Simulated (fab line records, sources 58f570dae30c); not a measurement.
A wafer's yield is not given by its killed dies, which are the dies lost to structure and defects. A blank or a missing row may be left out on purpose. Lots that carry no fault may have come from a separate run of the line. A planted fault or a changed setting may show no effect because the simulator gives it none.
Split-lot study    flow berkeley-cmos170    on a route of 331 steps: 5 lots, 23 wafers read

== ABOUT THE SPLIT ==
At UCB170_BACKSIDE_STRIP_03 (strips in O2), the setting power-w was moved away from the recipe's 400 W on 7 of the 23 wafers read, by -4.5% to +11.2%. All remaining wafers had this setting at the recipe value.

The reading is taken at the split's own step.

== THE READING ==
oes-product-au, in a.u., at UCB170_BACKSIDE_STRIP_03 (strips in O2). Typical for fault-free wafers on this fab line: 0.734 a.u., with standard deviation 0.0039 a.u.

wafer   tool, chamber at the split  power-w as run, W  against the recipe  oes-product-au, a.u.  against lot-mates on the recipe
L075.1  plasma-asher-01, 0          400                recipe              0.730                 -
L075.2  plasma-asher-01, 1          400                recipe              0.730                 -
L075.3  plasma-asher-01, 0          400                recipe              0.732                 -
L075.4  plasma-asher-01, 1          382.1              -4.5%               0.720                 -0.011
L075.5  plasma-asher-01, 0          382.1              -4.5%               0.717                 -0.014
L077.2  plasma-asher-04, 0          400                recipe              0.729                 -
L077.3  plasma-asher-04, 1          400                recipe              0.733                 -
L077.4  plasma-asher-04, 0          400                recipe              0.737                 -
L078.1  plasma-asher-04, 0          400                recipe              0.742                 -
L078.2  plasma-asher-04, 1          400                recipe              0.731                 -
L078.3  plasma-asher-04, 1          422.2              +5.5%               0.759                 +0.023
L078.5  plasma-asher-04, 0          422.2              +5.5%               0.755                 +0.019
L078.6  plasma-asher-04, 1          422.2              +5.5%               0.760                 +0.024
L080.1  plasma-asher-04, 0          400                recipe              0.739                 -
L080.2  plasma-asher-04, 1          400                recipe              0.735                 -
L080.3  plasma-asher-04, 0          400                recipe              0.734                 -
L080.5  plasma-asher-04, 1          400                recipe              0.735                 -
L080.6  plasma-asher-04, 0          400                recipe              0.738                 -
L084.1  plasma-asher-01, 1          400                recipe              0.729                 -
L084.2  plasma-asher-01, 0          444.9              +11.2%              0.779                 +0.047
L084.3  plasma-asher-01, 0          444.9              +11.2%              0.775                 +0.043
L084.4  plasma-asher-01, 1          400                recipe              0.733                 -
L084.6  plasma-asher-01, 1          400                recipe              0.735                 -

THE FIT
A straight line over all 23 wafers: oes-product-au changes by +0.00388 a.u. for each +1% of power-w; r = +0.98; the points scatter about the line by 0.0035 a.u.
The same after taking each lot's own level away (the mean of its wafers on the recipe; 23 wafers): +0.00377 a.u. for each +1%; r = +0.98; scatter 0.0031 a.u.
That fit puts the effect of the largest move of power-w on the reading at 0.042 a.u.
The span of the lots' own levels, 0.7307 to 0.7365 a.u., comes to 1.5 times the standard deviation stated above.
The two slopes are in agreement: the lot-to-lot level therefore moves the slope only a little.
Check: for one of the wafers moved furthest among these (+11.2%), held out of the fit, the line's prediction against its lot-mates is +0.0412 a.u. Against them it came out at +0.0467 a.u.
Tool readings at the split's step, against how far the setting was moved: oes-product-au r = +0.98; strip-time-to-endpoint-s r = -1.00.

== THE WHOLE CHAIN: every reading that the file lists as answering this split, in the file's order ==
step                      what it does  reading                   change (the file's fit)                    r (the file's)
UCB170_BACKSIDE_STRIP_03  strips in O2  oes-product-au            +0.00385 a.u. for each +1% of the setting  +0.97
UCB170_BACKSIDE_STRIP_03  strips in O2  strip-time-to-endpoint-s  withheld for each +1% of the setting       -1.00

== THE FILE'S OWN FIT ==
oes-product-au changes by +0.00385 a.u. for each +1% of power-w, r = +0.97.
